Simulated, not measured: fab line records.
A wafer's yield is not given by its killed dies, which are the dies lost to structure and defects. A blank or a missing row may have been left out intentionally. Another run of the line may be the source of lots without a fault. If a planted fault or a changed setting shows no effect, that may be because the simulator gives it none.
Matching of chambers :: flow berkeley-cmos170 :: UCB170_V1_CMP_02 on cmp-02 has 4 sister chambers
The step polishes SiO2. 4 wafers are shown with their chamber, then 7 later ones without.

WAFERS, EACH WITH ITS CHAMBER
wafer: L685.1
chamber: 0
motor-current-A (A): 17.5

wafer: L685.4
chamber: 2
motor-current-A (A): 15.3

wafer: L685.6
chamber: 1
motor-current-A (A): 14.6

wafer: L693.5
chamber: 3
motor-current-A (A): 15.1

WAFERS WHOSE CHAMBER IS MISSING
wafer: L693.6
motor-current-A (A): 18.3

wafer: L695.3
motor-current-A (A): 15.3

wafer: L695.4
motor-current-A (A): 15.2

wafer: L695.6
motor-current-A (A): 17.5

wafer: L698.1
motor-current-A (A): 15.0

wafer: L698.3
motor-current-A (A): 16.2

wafer: L698.4
motor-current-A (A): 17.8

EACH ONE'S CHAMBER
wafer: L693.6
from the rows above: 0
in truth: 0

wafer: L695.3
from the rows above: can't be placed: 2 or 3 or 1
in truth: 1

wafer: L695.4
from the rows above: can't be placed: 3 or 2 or 1
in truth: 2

wafer: L695.6
from the rows above: 0
in truth: 0

wafer: L698.1
from the rows above: can't be placed: 3 or 2 or 1
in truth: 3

wafer: L698.3
from the rows above: can't be placed: 2 or 3 or 0 or 1
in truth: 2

wafer: L698.4
from the rows above: 0
in truth: 0
Correct placement for 3 of the 7. Can't be placed from these rows: 4 (the true chamber is among the candidates in 4). Wrongly placed: 0.
How it was worked out, from the rows above alone: a wafer's distance from a chamber is the root of the sum, over the readings, of the square of ((its reading less the chamber's mean) divided by the reading's scatter). The wafer belongs to the nearest chamber; if the next one is less than 2 further off, it can't be placed. The mean given for a chamber averages the wafers shown for that chamber. The scatter: with one shown wafer a chamber, the root of the mean of the squares of how far each hidden wafer lies from its nearest shown one.
